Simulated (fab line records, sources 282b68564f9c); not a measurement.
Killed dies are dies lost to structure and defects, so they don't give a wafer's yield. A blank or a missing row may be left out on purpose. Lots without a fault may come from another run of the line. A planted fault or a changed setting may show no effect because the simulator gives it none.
A struck lot beside a sound one | flow rit_cmos | 15 steps out of a route of 202
Sound: wafers L435.2, L435.3, L435.6. Struck: wafers L440.1, L440.2, L440.6. The cause comes at the end.
At each step with rows: each side's tool, then ch and its chambers, then its first start. Under that, the readings that differ: sound wafers | struck wafers | difference of the means | sigmas: that difference in standard deviations of wafers without a fault.
alike: readings whose means differ by less than 2 such deviations, and words and numbers that are the same on both sides. not compared: withheld readings, readings that some wafer has no value for, bounds like >300 that may hide the same value, and numbers for which the record gives no deviation and whose values overlap.
The two part at a step that has a row with sigmas, a row that says differs or no value, or rows on one side only. Numbers that don't overlap but have no deviation are shown without sigmas and don't part them. A reading that every wafer of one side lacks parts them only if that side has two wafers or more.

first, 1 step without rows for these wafers: RIT_PLDD_IMPLANT_08.
RIT_PLDD_STRIP_09: strips in O2, time 180 s.
  sound on plasma_asher-04 ch 0,1, day 4 04:13; struck on plasma_asher-02 ch 0,1, day 5 08:43
  alike: drypump_motor_current_A
  not compared: rf_hours_counter_h
RIT_PLDD_TW_MEAS_10:
  sound on film_metro-03, day 4 04:24; struck on film_metro-04, day 5 08:54
  alike: PLDD_TW
then, 4 steps without rows for these wafers: RIT_SPACER_CLEAN_00 (cleans in SC1, time 600 s); RIT_SPACER_CLEAN_01 (cleans in dHF, time 30 s); RIT_SPACER_CLEAN_02 (cleans in SC2, time 600 s); RIT_SPACER_CVD_03 (deposits Si3N4 from SiH2Cl2/NH3, target thk 250 nm, time 3300 s).
RIT_SPACER_THK_MEAS_04:
  sound on film_metro-02, day 4 06:45; struck on film_metro-02, day 5 11:17
  alike: SPACER_NITRIDE_THK
RIT_SPACER_ETCHBACK_05: etches Si3N4 in SF6/CHF3, stops on SiO2, target depth 250 nm, time 240 s.
  sound on rie_diel-04 ch 0,2, day 4 06:48; struck on rie_diel-04 ch 0,1,2, day 5 11:20
  alike: drypump_motor_current_A, oes_product_au, throttle_valve_pct
  not compared: rf_hours_counter_h
then, 3 steps without rows for these wafers: RIT_NSD_HMDS_00 (prime time 60 s); RIT_NSD_COAT_01 (resist thk 1000 nm); RIT_NSD_SOFTBAKE_02 (time 60 s).
RIT_NSD_EXPOSE_03: exposes mask M9, target cd 40700 nm.
  sound on iline_stepper-02 ch 0, day 4 07:25; struck on iline_stepper-02 ch 0, day 5 12:04
  reading                     | sound             | struck            | difference | sigmas
  model.NSD.overlay_x_nm (nm) | -1.22 -1.22 -1.22 | 5.139 5.139 5.139 | +6.359     |
  alike: mask
then, 1 step without rows for these wafers: RIT_NSD_PEB_04.
RIT_M1_PROBE_99:
  sound on prober-02, day 4 17:41; struck on prober-01, day 6 00:28
  alike: killed_at_contacts, killed_at_front_end, killed_dies, killed_on_rim, killed_open, killed_short

WHERE THEY PART
Nowhere in this record.

WHY: what the simulator had put in
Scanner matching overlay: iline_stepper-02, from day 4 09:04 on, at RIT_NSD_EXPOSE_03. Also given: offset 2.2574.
